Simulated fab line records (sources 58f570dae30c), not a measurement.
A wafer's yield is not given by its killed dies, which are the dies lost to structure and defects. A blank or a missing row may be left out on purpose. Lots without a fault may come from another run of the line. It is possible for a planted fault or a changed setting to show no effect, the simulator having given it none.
fab line records + flow berkeley-cmos170
record
- lots=14
- wafers=42
- last-day=11
route steps=331 shown V2@306 M3@316
lots untouched by any fault: they come from a run of this same line in which no faults occurred
start-h: hours from the record's first day to the start of the lot's first wafer shown + wait-h: hours since the lot's step before + " identical to the entry in the row above + L1.1+2: one row covering several wafers at once + - no value, or no start given + * or withheld: withheld + < > ~ a bound
route shown NAME@n: names a module that has steps shown in the file, with the first one's number in the route + usual: mean/standard deviation of fault-free wafers + same: alike in all rows + chamber/n: place in a boat + sites: readings site by site + _std_site: their standard deviation + _edge_site: the outer-site mean with the inner-site mean subtracted + radius-mm: for every site, how far away it sits from the centre of the wafer + mask NAME#n: copy n + behind: tool/chamber where the wafer was last shaped + hold: reason for holding the lot/hours on hold/outcome of the hold + device: which transistor (n, p or np) failed to switch + end of line: tests of these same wafers at the route's end + step lacking rows: just its recipe + killed: dies that structure and defects cost at the first sort, which is not the same as the wafer's yield + map: a wafer's dies, marking killed ones x, the rest . and places with no die _
set.NAME: the setting that was run; set.NAME@STEP: the one run at that earlier step + model.NAME: the simulator's own value behind a step, which no gauge read
the route's steps for a sample of lots (tables are steps, rows are wafers)
services: a tool's chamber out of use, with start hour (start-h, from the record's first day; less than 0 if before it), hours out, and reason
## steps
# step UCB170_V2_ETCH_14
# recipe
- chemistry=CHF3/CF4/Ar
- target=SiO2
- stop-on=Al
- CHF3_flow_sccm=45
- cf4-flow-sccm=15
- Ar_flow_sccm=150
- pressure-mtorr=200
- rf-w=686
- target-depth-a=12500
- over-etch-frac=0.25
- time-s=291
# usual
- drypump-motor-current-A=5.6/0.49
- oes-product-au=0.872/0.015
- throttle-valve-pct=6.95/0.11
| lot.wafer | tool        | chamber | start-h | wait-h | drypump-motor-current-A | oes-product-au | rf-hours-counter-h | throttle-valve-pct |
|-----------|-------------|---------|---------|--------|-------------------------|----------------|--------------------|--------------------|
| L108.2    | rie-diel-01 | 3       | 145.57  | 0.0    | 5.9                     | 0.879          | 41                 | 6.91               |
| L108.4    | "           | 1       | "       | "      | 5.8                     | 0.887          | 6                  | 6.91               |
| L108.6    | "           | 3       | "       | "      | 5.9                     | 0.880          | -                  | 6.91               |
| L111.3    | rie-diel-01 | 2       | 175.95  | 0.0    | 5.3                     | 0.877          | 16                 | 7.03               |
| L111.4    | "           | 3       | "       | "      | 6.0                     | 0.884          | 42                 | 6.91               |
| L111.5    | "           | 1       | "       | "      | 5.8                     | 0.883          | -                  | 6.92               |
| L110.3    | rie-diel-04 | 3       | 176.22  | 0.0    | 5.2                     | 0.886          | 33                 | 6.89               |
| L110.4    | "           | 0       | "       | "      | 5.0                     | 0.878          | 60                 | 7.01               |
| L110.5    | "           | 0       | "       | "      | 5.0                     | 0.875          | -                  | 7.01               |
| L113.1    | rie-diel-02 | 1       | 176.28  | 0.0    | 5.1                     | 0.843          | 10                 | 7.04               |
| L113.2    | "           | 2       | "       | "      | 6.7                     | 0.859          | 85                 | 6.78               |
| L113.4    | "           | 3       | "       | "      | 5.7                     | 0.880          | 20                 | 7.06               |
| L112.2    | rie-diel-01 | 3       | 177.01  | 0.0    | 5.9                     | 0.885          | 42                 | 6.91               |
| L112.4    | "           | 2       | "       | "      | 5.3                     | 0.878          | 16                 | 7.01               |
| L112.5    | "           | 3       | "       | "      | 5.9                     | 0.887          | -                  | 6.90               |
| L115.2    | rie-diel-01 | 2       | 180.99  | 0.0    | 5.3                     | 0.877          | 16                 | 7.02               |
| L115.4    | "           | 0       | "       | "      | 5.6                     | 0.859          | 126                | 6.79               |
| L115.5    | "           | 1       | "       | "      | 5.8                     | 0.888          | -                  | 6.92               |
| L117.1    | rie-diel-01 | 0       | 193.66  | 0.0    | 5.6                     | 0.859          | 127                | 6.79               |
| L117.3    | "           | 3       | "       | "      | 6.0                     | 0.880          | 43                 | 6.91               |
| L117.4    | "           | 2       | "       | "      | 5.3                     | 0.881          | 17                 | 7.02               |
| L118.1    | rie-diel-01 | 2       | 196.35  | 0.0    | 5.3                     | 0.870          | 17                 | 7.02               |
| L118.2    | "           | 0       | "       | "      | 5.6                     | 0.860          | 127                | 6.81               |
| L118.6    | "           | 1       | "       | "      | 5.8                     | 0.899          | -                  | 6.94               |
| L119.2    | rie-diel-04 | 1       | 204.18  | 0.0    | 5.1                     | 0.888          | 4                  | 7.16               |
| L119.4    | "           | 0       | "       | "      | 5.1                     | 0.870          | -                  | 7.02               |
| L119.6    | "           | 1       | "       | "      | 5.1                     | 0.887          | -                  | 7.15               |
| L124.4    | rie-diel-02 | 3       | 242.05  | 0.0    | 5.7                     | 0.887          | 23                 | 7.05               |
| L124.5    | "           | 3       | "       | "      | 5.7                     | 0.878          | -                  | 7.04               |
| L124.6    | "           | 0       | "       | "      | 5.1                     | 0.884          | -                  | 6.88               |
| L125.3    | rie-diel-01 | 2       | 242.17  | 0.0    | 5.3                     | 0.872          | 18                 | 7.01               |
| L125.4    | "           | 1       | "       | "      | 5.8                     | 0.893          | 10                 | 6.91               |
| L125.5    | "           | 2       | "       | "      | 5.3                     | 0.878          | -                  | 7.01               |
| L126.3    | rie-diel-04 | 0       | 249.04  | 0.0    | 5.1                     | 0.883          | 63                 | 7.02               |
| L126.4    | "           | 2       | "       | "      | 5.7                     | 0.865          | 120                | 7.08               |
| L126.5    | "           | 0       | "       | "      | 5.1                     | 0.877          | -                  | 7.01               |
| L127.1    | rie-diel-04 | 1       | 258.65  | 0.0    | 5.1                     | 0.896          | 7                  | 7.15               |
| L127.4    | "           | 0       | "       | "      | 5.1                     | 0.875          | 64                 | 7.01               |
| L127.5    | "           | 3       | "       | "      | 5.2                     | 0.881          | -                  | 6.90               |
| L128.2    | rie-diel-02 | 1       | 258.92  | 0.0    | 5.1                     | 0.851          | 13                 | 7.03               |
| L128.4    | "           | 2       | "       | "      | 6.7                     | 0.855          | 89                 | 6.80               |
| L128.5    | "           | 2       | "       | "      | 6.7                     | 0.854          | -                  | 6.79               |
# step UCB170_V2_STRIP_15
# recipe
- chemistry=O2
- power-w=400
- pressure-mtorr=3500
- platen-temp-c=withheld
- o2-flow-sccm=400
- overash-fraction=0.5
# usual
- drypump-motor-current-A=5.4/0.44
- o2-flow-sccm=399.9/1.3
- oes-product-au=0.722/0.0046
- strip-time-to-endpoint-s=15.41/0.087
| lot.wafer | tool            | chamber | start-h | wait-h | drypump-motor-current-A | o2-flow-sccm | oes-product-au | rf-hours-counter-h | strip-time-to-endpoint-s |
|-----------|-----------------|---------|---------|--------|-------------------------|--------------|----------------|--------------------|--------------------------|
| L108.2    | plasma-asher-01 | 1       | 145.74  | 0.1    | 4.8                     | 399.8        | 0.725          | 40                 | 15.38                    |
| L108.4    | "               | 1       | "       | "      | 4.8                     | 401.1        | 0.724          | -                  | 15.62                    |
| L108.6    | "               | 0       | "       | "      | 5.5                     | 400.0        | 0.727          | -                  | 15.44                    |
| L111.3    | plasma-asher-01 | 0       | 176.16  | 0.1    | 5.5                     | 399.9        | 0.723          | -                  | 15.36                    |
| L111.4    | "               | 1       | "       | "      | 4.8                     | 400.8        | 0.721          | -                  | 15.41                    |
| L111.5    | "               | 1       | "       | "      | 4.8                     | 400.5        | 0.721          | -                  | 15.44                    |
| L110.3    | plasma-asher-02 | 0       | 176.43  | 0.1    | 6.4                     | 401.5        | 0.720          | -                  | 15.38                    |
| L110.4    | "               | 1       | "       | "      | 4.9                     | 397.7        | 0.729          | -                  | 15.33                    |
| L110.5    | "               | 0       | "       | "      | 6.4                     | 402.1        | 0.724          | -                  | 15.32                    |
| L113.1    | plasma-asher-04 | 0       | 176.46  | 0.1    | 5.3                     | 399.3        | 0.728          | 8                  | 15.28                    |
| L113.2    | "               | 1       | "       | "      | 5.7                     | 401.5        | 0.723          | 8                  | 15.42                    |
| L113.4    | "               | 1       | "       | "      | 5.7                     | 400.7        | 0.718          | -                  | 15.41                    |
| L112.2    | plasma-asher-01 | 0       | 177.19  | 0.1    | 5.5                     | 398.7        | 0.724          | 44                 | 15.65                    |
| L112.4    | "               | 1       | "       | "      | 4.8                     | 399.0        | 0.724          | -                  | 15.53                    |
| L112.5    | "               | 0       | "       | "      | 5.5                     | 399.5        | 0.723          | -                  | 15.61                    |
| L115.2    | plasma-asher-04 | 1       | 181.17  | 0.1    | 5.7                     | 401.9        | 0.712          | 9                  | 15.44                    |
| L115.4    | "               | 0       | "       | "      | 5.3                     | 398.7        | 0.726          | -                  | 15.44                    |
| L115.5    | "               | 0       | "       | "      | 5.3                     | 399.6        | 0.721          | -                  | 15.45                    |
| L117.1    | plasma-asher-02 | 1       | 193.83  | 0.1    | 4.9                     | 400.2        | 0.729          | 56                 | 15.54                    |
| L117.3    | "               | 0       | "       | "      | 6.4                     | 401.1        | 0.726          | -                  | 15.48                    |
| L117.4    | "               | 1       | "       | "      | 5.0                     | 399.9        | 0.724          | -                  | 15.45                    |
| L118.1    | plasma-asher-04 | 0       | 196.53  | 0.1    | 5.3                     | 398.2        | 0.728          | 10                 | 15.22                    |
| L118.2    | "               | 1       | "       | "      | 5.7                     | 401.1        | 0.729          | 10                 | 15.29                    |
| L118.6    | "               | 1       | "       | "      | 5.7                     | 401.1        | 0.713          | -                  | 15.39                    |
| L119.2    | plasma-asher-04 | 1       | 204.36  | 0.1    | 5.7                     | 400.3        | 0.729          | 11                 | 15.42                    |
| L119.4    | "               | 1       | "       | "      | 5.7                     | 400.7        | 0.721          | -                  | 15.33                    |
| L119.6    | "               | 1       | "       | "      | 5.7                     | 401.3        | 0.724          | -                  | 15.39                    |
| L124.4    | plasma-asher-04 | 1       | 242.26  | 0.1    | 5.7                     | 401.3        | 0.717          | -                  | 15.30                    |
| L124.5    | "               | 0       | "       | "      | 5.3                     | 400.5        | 0.728          | -                  | 15.29                    |
| L124.6    | "               | 1       | "       | "      | 5.7                     | 398.8        | 0.719          | -                  | 15.33                    |
| L125.3    | plasma-asher-02 | 0       | 242.38  | 0.1    | 6.4                     | 400.4        | 0.720          | -                  | 15.49                    |
| L125.4    | "               | 1       | "       | "      | 5.0                     | 400.4        | 0.725          | -                  | 15.55                    |
| L125.5    | "               | 1       | "       | "      | 5.0                     | 400.1        | 0.714          | -                  | 15.52                    |
| L126.3    | plasma-asher-04 | 1       | 249.25  | 0.1    | 5.7                     | 401.9        | 0.718          | -                  | 13.18                    |
| L126.4    | "               | 0       | "       | "      | 5.3                     | 399.6        | 0.724          | -                  | 13.19                    |
| L126.5    | "               | 0       | "       | "      | 5.3                     | 397.8        | 0.716          | -                  | 13.23                    |
| L127.1    | plasma-asher-01 | 1       | 258.83  | 0.1    | 4.8                     | 398.1        | 0.722          | 52                 | 13.33                    |
| L127.4    | "               | 0       | "       | "      | 5.5                     | 397.3        | 0.725          | -                  | 13.29                    |
| L127.5    | "               | 1       | "       | "      | 4.8                     | 399.0        | 0.725          | -                  | 13.23                    |
| L128.2    | plasma-asher-04 | 0       | 259.10  | 0.1    | 5.3                     | 400.1        | 0.721          | 17                 | 15.33                    |
| L128.4    | "               | 1       | "       | "      | 5.7                     | 398.6        | 0.716          | -                  | 15.32                    |
| L128.5    | "               | 1       | "       | "      | 5.7                     | 401.5        | 0.721          | -                  | 15.29                    |
# step UCB170_M3_STRIP_07
# recipe
- chemistry=O2
- power-w=400
- pressure-mtorr=3500
- platen-temp-c=withheld
- o2-flow-sccm=400
- overash-fraction=0.5
# usual
- drypump-motor-current-A=5.6/0.57
- o2-flow-sccm=400.1/1.3
- oes-product-au=0.734/0.0043
- strip-time-to-endpoint-s=21.96/0.074
| lot.wafer | tool            | chamber | start-h | wait-h | drypump-motor-current-A | o2-flow-sccm | oes-product-au | rf-hours-counter-h | strip-time-to-endpoint-s |
|-----------|-----------------|---------|---------|--------|-------------------------|--------------|----------------|--------------------|--------------------------|
| L108.2    | plasma-asher-02 | 1       | 147.40  | 0.1    | 4.9                     | 398.7        | 0.737          | 50                 | 21.95                    |
| L108.4    | "               | 1       | "       | "      | 4.9                     | 398.9        | 0.736          | -                  | 21.89                    |
| L108.6    | "               | 1       | "       | "      | 4.9                     | 399.1        | 0.736          | -                  | 21.88                    |
| L111.3    | plasma-asher-04 | 1       | 177.79  | 0.1    | 5.7                     | 399.4        | 0.734          | -                  | 21.81                    |
| L111.4    | "               | 0       | "       | "      | 5.3                     | 398.2        | 0.733          | -                  | 21.89                    |
| L111.5    | "               | 0       | "       | "      | 5.3                     | 400.5        | 0.736          | -                  | 21.82                    |
| L110.3    | plasma-asher-04 | 1       | 178.18  | 0.1    | 5.7                     | 401.4        | 0.737          | -                  | 22.00                    |
| L110.4    | "               | 0       | "       | "      | 5.3                     | 401.5        | 0.736          | -                  | 22.02                    |
| L110.5    | "               | 0       | "       | "      | 5.3                     | 401.5        | 0.737          | -                  | 22.09                    |
| L113.1    | plasma-asher-02 | 1       | 178.20  | 0.1    | 5.0                     | 402.1        | 0.729          | 55                 | 21.93                    |
| L113.2    | "               | 0       | "       | "      | 6.4                     | 399.7        | 0.734          | 55                 | 22.05                    |
| L113.4    | "               | 0       | "       | "      | 6.4                     | 399.4        | 0.726          | -                  | 21.98                    |
| L112.2    | plasma-asher-02 | 1       | 178.87  | 0.1    | 5.0                     | 402.5        | 0.736          | 55                 | 22.00                    |
| L112.4    | "               | 0       | "       | "      | 6.4                     | 399.3        | 0.727          | -                  | 21.90                    |
| L112.5    | "               | 1       | "       | "      | 5.0                     | 401.1        | 0.733          | -                  | 21.99                    |
| L115.2    | plasma-asher-02 | 1       | 182.23  | 0.1    | 4.9                     | 399.9        | 0.727          | 55                 | 21.95                    |
| L115.4    | "               | 0       | "       | "      | 6.4                     | 399.8        | 0.732          | -                  | 21.86                    |
| L115.5    | "               | 1       | "       | "      | 4.9                     | 401.2        | 0.729          | -                  | 21.83                    |
| L117.1    | plasma-asher-04 | 1       | 194.83  | 0.1    | 5.7                     | 399.1        | 0.739          | 10                 | 22.02                    |
| L117.3    | "               | 0       | "       | "      | 5.3                     | 400.9        | 0.734          | -                  | 21.94                    |
| L117.4    | "               | 1       | "       | "      | 5.7                     | 398.3        | 0.729          | -                  | 21.96                    |
| L118.1    | plasma-asher-02 | 1       | 197.53  | 0.1    | 4.9                     | 399.0        | 0.732          | 57                 | 21.88                    |
| L118.2    | "               | 0       | "       | "      | 6.4                     | 402.3        | 0.734          | 57                 | 21.90                    |
| L118.6    | "               | 0       | "       | "      | 6.4                     | 400.4        | 0.732          | -                  | 21.96                    |
| L119.2    | plasma-asher-02 | 1       | 205.36  | 0.1    | 5.0                     | 402.0        | 0.735          | 58                 | 21.96                    |
| L119.4    | "               | 0       | "       | "      | 6.4                     | 400.3        | 0.739          | -                  | 21.94                    |
| L119.6    | "               | 1       | "       | "      | 4.9                     | 401.2        | 0.729          | -                  | 21.94                    |
| L124.4    | plasma-asher-04 | 0       | 243.55  | 0.1    | 5.3                     | 401.2        | 0.735          | -                  | 21.96                    |
| L124.5    | "               | 0       | "       | "      | 5.3                     | 400.8        | 0.728          | -                  | 22.01                    |
| L124.6    | "               | 1       | "       | "      | 5.7                     | 400.7        | 0.732          | -                  | 22.03                    |
| L125.3    | plasma-asher-03 | 1       | 243.83  | 0.1    | 5.2                     | 400.9        | 0.736          | -                  | 21.92                    |
| L125.4    | "               | 0       | "       | "      | 6.3                     | 398.4        | 0.745          | -                  | 21.90                    |
| L125.5    | "               | 0       | "       | "      | 6.3                     | 400.9        | 0.730          | -                  | 21.85                    |
| L126.3    | plasma-asher-03 | 1       | 250.25  | 0.1    | 5.1                     | 399.5        | 0.731          | -                  | 22.01                    |
| L126.4    | "               | 0       | "       | "      | 6.3                     | 400.1        | 0.739          | -                  | 22.04                    |
| L126.5    | "               | 0       | "       | "      | 6.3                     | 400.9        | 0.735          | -                  | 22.01                    |
| L127.1    | plasma-asher-02 | 1       | 259.83  | 0.1    | 5.0                     | 401.2        | 0.726          | 63                 | 22.03                    |
| L127.4    | "               | 0       | "       | "      | 6.4                     | 397.1        | 0.734          | -                  | 21.99                    |
| L127.5    | "               | 0       | "       | "      | 6.4                     | 402.1        | 0.745          | -                  | 21.92                    |
| L128.2    | plasma-asher-04 | 1       | 260.10  | 0.1    | 5.7                     | 398.6        | 0.734          | 17                 | 21.97                    |
| L128.4    | "               | 1       | "       | "      | 5.7                     | 400.4        | 0.736          | -                  | 21.93                    |
| L128.5    | "               | 0       | "       | "      | 5.4                     | 398.0        | 0.736          | -                  | 21.97                    |
# step UCB170_M3_CD_MEAS_15
# recipe
- target-cd-nm=700
# usual
- cd-nm=699.9/1.3
| lot.wafer | tool      | chamber | start-h | wait-h | cd-nm |
|-----------|-----------|---------|---------|--------|-------|
| L108.2    | cd-sem-02 | -       | 150.06  | -      | 698.5 |
| L108.4    | "         | -       | "       | "      | 700.4 |
| L108.6    | "         | -       | "       | "      | 700.4 |
| L111.3    | cd-sem-02 | -       | 179.63  | -      | 701.6 |
| L111.4    | "         | -       | "       | "      | 702.4 |
| L111.5    | "         | -       | "       | "      | 700.2 |
| L110.3    | cd-sem-02 | -       | 179.75  | -      | 700.8 |
| L110.4    | "         | -       | "       | "      | 700.3 |
| L110.5    | "         | -       | "       | "      | 701.2 |
| L113.1    | cd-sem-01 | -       | 179.93  | -      | 700.1 |
| L113.2    | "         | -       | "       | "      | 699.9 |
| L113.4    | "         | -       | "       | "      | 699.7 |
| L112.2    | cd-sem-02 | -       | 180.19  | -      | 699.8 |
| L112.4    | "         | -       | "       | "      | 698.5 |
| L112.5    | "         | -       | "       | "      | 697.0 |
| L115.2    | cd-sem-01 | -       | 184.28  | -      | 697.7 |
| L115.4    | "         | -       | "       | "      | 697.8 |
| L115.5    | "         | -       | "       | "      | 696.9 |
| L117.1    | cd-sem-01 | -       | 196.08  | -      | 700.4 |
| L117.3    | "         | -       | "       | "      | 700.4 |
| L117.4    | "         | -       | "       | "      | 699.8 |
| L118.1    | cd-sem-01 | -       | 199.14  | -      | 697.8 |
| L118.2    | "         | -       | "       | "      | 699.0 |
| L118.6    | "         | -       | "       | "      | 697.6 |
| L119.2    | cd-sem-01 | -       | 206.94  | -      | 699.3 |
| L119.4    | "         | -       | "       | "      | 700.3 |
| L119.6    | "         | -       | "       | "      | 699.8 |
| L124.4    | cd-sem-02 | -       | 245.58  | -      | 701.1 |
| L124.5    | "         | -       | "       | "      | 701.3 |
| L124.6    | "         | -       | "       | "      | 700.2 |
| L125.3    | cd-sem-01 | -       | 245.83  | -      | 701.9 |
| L125.4    | "         | -       | "       | "      | 701.4 |
| L125.5    | "         | -       | "       | "      | 701.6 |
| L126.3    | cd-sem-01 | -       | 251.49  | -      | 702.2 |
| L126.4    | "         | -       | "       | "      | 701.3 |
| L126.5    | "         | -       | "       | "      | 700.9 |
| L127.1    | cd-sem-01 | -       | 261.39  | -      | 701.5 |
| L127.4    | "         | -       | "       | "      | 701.5 |
| L127.5    | "         | -       | "       | "      | 700.6 |
| L128.2    | cd-sem-02 | -       | 261.89  | -      | 700.1 |
| L128.4    | "         | -       | "       | "      | 702.4 |
| L128.5    | "         | -       | "       | "      | 700.7 |
# step UCB170_M3_OVL_MEAS_16
# usual
- M3_OVL=-2/5.4
| lot.wafer | tool       | chamber | start-h | wait-h | M3_OVL[nm] |
|-----------|------------|---------|---------|--------|------------|
| L108.2    | overlay-01 | -       | 150.16  | 0.1    | -4         |
| L108.4    | "          | -       | "       | "      | -1         |
| L108.6    | "          | -       | "       | "      | 5          |
| L111.3    | overlay-02 | -       | 179.73  | 0.1    | 1          |
| L111.4    | "          | -       | "       | "      | 8          |
| L111.5    | "          | -       | "       | "      | 10         |
| L110.3    | overlay-01 | -       | 179.85  | 0.1    | -5         |
| L110.4    | "          | -       | "       | "      | -6         |
| L110.5    | "          | -       | "       | "      | -2         |
| L113.1    | overlay-02 | -       | 180.05  | 0.1    | -8         |
| L113.2    | "          | -       | "       | "      | -10        |
| L113.4    | "          | -       | "       | "      | -12        |
| L112.2    | overlay-02 | -       | 180.30  | 0.1    | -10        |
| L112.4    | "          | -       | "       | "      | -1         |
| L112.5    | "          | -       | "       | "      | -3         |
| L115.2    | overlay-01 | -       | 184.39  | 0.1    | 2          |
| L115.4    | "          | -       | "       | "      | 2          |
| L115.5    | "          | -       | "       | "      | 3          |
| L117.1    | overlay-01 | -       | 196.20  | 0.1    | -8         |
| L117.3    | "          | -       | "       | "      | -9         |
| L117.4    | "          | -       | "       | "      | -13        |
| L118.1    | overlay-02 | -       | 199.26  | 0.1    | -1         |
| L118.2    | "          | -       | "       | "      | 7          |
| L118.6    | "          | -       | "       | "      | -3         |
| L119.2    | overlay-01 | -       | 207.05  | 0.1    | -1         |
| L119.4    | "          | -       | "       | "      | 4          |
| L119.6    | "          | -       | "       | "      | 0          |
| L124.4    | overlay-02 | -       | 245.66  | 0.1    | -3         |
| L124.5    | "          | -       | "       | "      | -3         |
| L124.6    | "          | -       | "       | "      | -11        |
| L125.3    | overlay-02 | -       | 245.92  | 0.1    | 1          |
| L125.4    | "          | -       | "       | "      | 1          |
| L125.5    | "          | -       | "       | "      | -4         |
| L126.3    | overlay-02 | -       | 251.58  | 0.1    | -7         |
| L126.4    | "          | -       | "       | "      | -8         |
| L126.5    | "          | -       | "       | "      | -1         |
| L127.1    | overlay-02 | -       | 261.51  | 0.1    | 5          |
| L127.4    | "          | -       | "       | "      | -6         |
| L127.5    | "          | -       | "       | "      | -4         |
| L128.2    | overlay-01 | -       | 262.00  | 0.1    | 4          |
| L128.4    | "          | -       | "       | "      | 3          |
| L128.5    | "          | -       | "       | "      | 4          |
## services
| tool            | chamber | start-h | hours | kind   |
|-----------------|---------|---------|-------|--------|
| rie-diel-01     | -       | 139.84  | 1.0   | repair |
| plasma-asher-01 | -       | 146.76  | 3.8   | repair |
| plasma-asher-03 | -       | 149.72  | 6.0   | repair |
| plasma-asher-01 | -       | 164.80  | 3.3   | repair |
| plasma-asher-02 | -       | 167.53  | 0.4   | repair |
| rie-diel-02     | 1       | 184.35  | 15.8  | repair |
| plasma-asher-02 | -       | 191.46  | 2.1   | repair |
| rie-diel-04     | 3       | 201.36  | 11.7  | repair |
| rie-diel-04     | 3       | 240.96  | 5.7   | repair |
## key
first-sign
- step=UCB170_V2_STRIP_15
- reading=strip-time-to-endpoint-s
- direction=down
- sigmas=25
- usual=*
- struck=*
effect none on later readings
met-at UCB170_V2_ETCH_14
struck-lots L126,L127
not-acting-at UCB170_M3_STRIP_07,UCB170_M3_CD_MEAS_15,UCB170_M3_OVL_MEAS_16
onset-between 204.18 249.04
fault
- kind=process-parameter-drift
- tool=rie-diel-04
- chamber=-
- onset-h=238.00
- steps=UCB170_V2_ETCH_14
- channel=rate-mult
- offset=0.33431
- shape=step
- end-h=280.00
